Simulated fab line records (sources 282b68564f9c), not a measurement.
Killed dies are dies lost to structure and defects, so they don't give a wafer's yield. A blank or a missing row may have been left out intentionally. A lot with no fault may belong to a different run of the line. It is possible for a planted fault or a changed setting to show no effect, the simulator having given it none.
Which of the tools did it?	flow rit cmos	7 lots with 21 wafers sampled at 2 steps, on a route of 202 steps

== WHAT THE GAUGES SHOWED, per wafer ==
RIT_NSD_TW_MEAS_10.
lot	measured	on	NSD_TW
L321	day 3 20:57	film metro-03	3087 3064 3078
L323	day 4 04:38	film metro-03	3102 3114 3104
L325	day 4 16:18	film metro-02	3056 3067 3059
L328	day 5 06:18	film metro-03	3084 3098 3079
L335	day 6 19:32	film metro-02	30 30 30
L338	day 7 12:06	film metro-03	3127 3107 3099
L340	day 7 21:10	film metro-02	3067 3056 3046

== TOOL THAT RAN EACH LOT (tool first, then ch and the chambers of the sampled wafers, then the start) ==
lot	RIT_NSD_IMPLANT_08
L321	implanter-03 ch 0, day 3 20:38
L323	implanter-01 ch 0, day 4 04:19
L325	implanter-01 ch 0, day 4 15:59
L328	implanter-01 ch 0, day 5 05:59
L335	implanter-04, day 6 19:13
L338	implanter-03 ch 0, day 7 11:47
L340	implanter-03 ch 0, day 7 20:52
- RIT_NSD_IMPLANT_08

== THE ANSWER, worked out from the rows above alone ==
Rule: usual is defined by the lots themselves. Put in order of their means at a reading, lots are off if they are a third of the lots or fewer, leave a main group of 4 or more, and stand apart from it by a gap of 3 or more times the standard deviation of the main group's means; of several such gaps the widest counts. A main group whose means are all the same, to the digits that the tables above print for the reading, isn't used. A lot without any number at a reading at which 4 lots or more have one is off too. The other lots that the step has rows for count as sound.
Off: at RIT_NSD_TW_MEAS_10 (NSD_TW), L335. Main group: mean 3083, sd 21.
A tool fits if, at a process step before that reading, it ran every lot that is off, and no sound lot after the first of them. Gauges at RIT_NSD_TW_MEAS_10: tried the same way as those tools. One fits: RIT_NSD_IMPLANT_08 on implanter-04. It ran no sound lot before its first lot that is off in this sample, so the start can't be narrowed down.

== WHAT THE SIMULATOR PUT IN ==
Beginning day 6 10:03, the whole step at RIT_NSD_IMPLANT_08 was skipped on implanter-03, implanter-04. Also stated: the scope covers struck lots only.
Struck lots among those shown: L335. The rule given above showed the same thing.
